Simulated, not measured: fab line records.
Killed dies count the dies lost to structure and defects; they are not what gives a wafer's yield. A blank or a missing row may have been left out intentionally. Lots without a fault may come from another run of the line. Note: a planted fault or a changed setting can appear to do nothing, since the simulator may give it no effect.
One fault through the eyes of 2 desks :: flow berkeley-cmos170 :: numbers are kept per desk, each desk with only its own; the story behind them comes last

== THE METROLOGY DESK ==
Lot by lot, what the gauges showed, no matter which tool ran the lot: averages of those sampled wafers that carry a number. A lot is out of limits, marked OUT, if its mean lies more than 4 standard deviations from the usual mean; the brackets give that distance.
Columns: A = SILICIDE_TI_RS at UCB170_SILICIDE_RS_MEAS_02, usual 25.72 ohm/sq; B = SILICIDE_TI_THK at UCB170_SILICIDE_THK_MEAS_03, usual 29.92 nm; C = CONTACT_PSG_THK at UCB170_CONTACT_THK_MEAS_02, usual 703 nm
lot: L295
first seen here: day 8 22:54
A: 25.87
B: 29.83
C: 703

lot: L294
first seen here: day 8 23:34
A: 26.19
B: 29.54
C: 707

lot: L301
first seen here: day 10 08:22
A: 25.89
B: 29.72
C: 704

lot: L306
first seen here: day 11 10:56
A: 25.65
B: 29.95
C: 709

lot: L308
first seen here: day 11 17:11
A: 25.27
B: 30.46
C: 699

lot: L312
first seen here: day 12 14:23
A: 25.84
B: 29.70
C: 702
This desk's finding: nothing out of limits on any of the 6 lots.

== THE TOOL OWNER'S DESK: rtp-anneal-01 ==
At UCB170_CONTACT_RTA_08 (time 10 s), the tool's own readings, given per lot that ran on this tool as the mean of the sampled wafers with a number. A lot is out of limits, marked OUT, if its mean lies more than 4 standard deviations from the usual mean; the brackets give that distance.
Columns: A = lamp-power-pct at UCB170_CONTACT_RTA_08, usual 27.0 %; B = wafer_temp_C_max at UCB170_CONTACT_RTA_08, usual 903.9
lot: L301
first seen here: day 10 12:28
A: 25.3
B: 903.8

lot: L306
first seen here: day 11 14:20
A: 26.8
B: 923.6 (+29) OUT

lot: L308
first seen here: day 11 20:49
A: 26.8
B: 923.8 (+29) OUT
This desk's verdict: out of limits on L306, L308, starting with L306 at day 11 14:20 (wafer_temp_C_max at UCB170_CONTACT_RTA_08). In limits: L301.

== BROUGHT TOGETHER ==
An alarm could have come from the tool owner's desk at day 11 14:20, on L306, L308.
Metrology desk: nothing out of limits seen.
The metrology desk has L306, L308 on record, within its limits.
The lots listed all ran UCB170_CONTACT_RTA_08 on rtp-anneal-01.

== WHAT HAD BEEN PUT IN BY THE SIMULATOR ==
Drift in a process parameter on rtp-anneal-01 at UCB170_CONTACT_RTA_08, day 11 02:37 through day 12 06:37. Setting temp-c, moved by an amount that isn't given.
Shown lots that were struck: L306, L308.
Each desk's first reading out of limits, in hours after the fault started: the tool owner's desk, 12.
